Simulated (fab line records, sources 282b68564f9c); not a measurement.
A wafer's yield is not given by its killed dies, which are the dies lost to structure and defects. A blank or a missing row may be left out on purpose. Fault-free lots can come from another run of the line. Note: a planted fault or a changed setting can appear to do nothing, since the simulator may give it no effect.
Comparing a struck lot with a sound one + flow rit-cmos + 16 out of 202 route steps
Sound: these wafers, L863.1, L863.3, L863.4. Wafers L870.1, L870.3, L870.4 were the ones struck. At the end, the cause is stated.
Order at every step that has rows: each side's tool, ch and its chambers, its first start. Under that, the readings that differ: sound wafers + struck wafers + difference of the means + sigmas: that difference in standard deviations of wafers without a fault.
alike: readings with means less than 2 such deviations apart, plus words and numbers identical on both sides. not compared: withheld readings, readings lacking a value on some wafer, bounds such as >300 that could conceal the same value, and numbers that have no deviation in the record and whose values overlap.
The two part at a step that has a row with sigmas, a row that says differs or no value, or rows on one side only. Non-overlapping numbers with no deviation appear without sigmas and do not part them. Lack of a reading on every wafer of one side parts them only where that side has two or more wafers.

first, 1 step without rows for these wafers: RIT_PRETRO_DEVELOP_05 (develop time 68 s).
RIT_PRETRO_OVL_MEAS_06:
  sound: overlay-02 at day 3 00:05; struck: overlay-02 at day 4 15:01
  alike: PRETRO_OVL
then, 2 steps without rows for these wafers: RIT_PRETRO_HARDBAKE_07 (time 120 s); RIT_PRETRO_IMPLANT_08.
RIT_PRETRO_STRIP_09: strips in O2, time 180 s.
  sound on plasma-asher-04 ch 0,1, day 3 00:32; struck on plasma-asher-01 ch 0,1, day 4 15:26
  alike: drypump-motor-current-A
  not compared: rf-hours-counter-h
RIT_PRETRO_TW_MEAS_10:
  sound: film-metro-02 at day 3 00:42; struck: film-metro-03 at day 4 15:37
  alike: PRETRO_TW
then, 5 steps without rows for these wafers: RIT_GATE_WET_ETCH_00 (etches SiO2 in BOE, target depth 56 nm, time 60 s); RIT_GATE_CLEAN_01 (cleans in SC1, time 600 s); RIT_GATE_CLEAN_02 (cleans in dHF, time 30 s); RIT_GATE_CLEAN_03 (cleans in SC2, time 600 s); RIT_GATE_CLEAN_04 (cleans in dHF, time 60 s).
RIT_FOX2_THK_MEAS_91:
  sound: film-metro-04 at day 3 01:12; struck: film-metro-04 at day 4 16:06
| reading                     | sound       | struck      | difference | sigmas |
|-----------------------------|-------------|-------------|------------|--------|
| FIELD_OXIDE_LEFT_2_THK (nm) | 260 259 261 | 269 271 280 | +13        | +2     |
RIT_GATE_OXIDATION_05: target thk 3 nm, ox time 270 s.
  sound on furnace-04 ch 0, day 3 02:01; struck on furnace-04 ch 0, day 4 18:17
| reading                                     | sound            | struck            | difference | sigmas |
|---------------------------------------------|------------------|-------------------|------------|--------|
| model.SiO2_of_GATE_OXIDATION_05.thk-nm (nm) | 2.762 2.712 2.66 | 1.943 1.943 1.928 | -0.773     |        |
  alike: ox-temp-c-max, spike-tc-centre-C, tube_center_temp_C_max
then, 1 step without rows for these wafers: RIT_GATE_ANNEAL_06 (time 600 s).
RIT_GATE_THK_MEAS_07:
  sound: film-metro-01 at day 3 07:50; struck: film-metro-04 at day 4 21:46
| reading             | sound          | struck         | difference | sigmas |
|---------------------|----------------|----------------|------------|--------|
| GATE_OXIDE_THK (nm) | 2.77 2.70 2.65 | 1.94 1.94 1.89 | -0.78      | -15    |
  not compared: hold
RIT_M1_PROBE_99:
  sound: prober-02 at day 4 12:19; struck: prober-01 at day 6 07:22
  alike: killed-at-front-end, killed-dies, killed-open, killed-short

== WHERE THEY PART ==
First at RIT_FOX2_THK_MEAS_91; last, within this record, at RIT_GATE_THK_MEAS_07. Later steps at which nothing parts them and some readings are alike: RIT_M1_PROBE_99.

WHY: what the simulator had put in
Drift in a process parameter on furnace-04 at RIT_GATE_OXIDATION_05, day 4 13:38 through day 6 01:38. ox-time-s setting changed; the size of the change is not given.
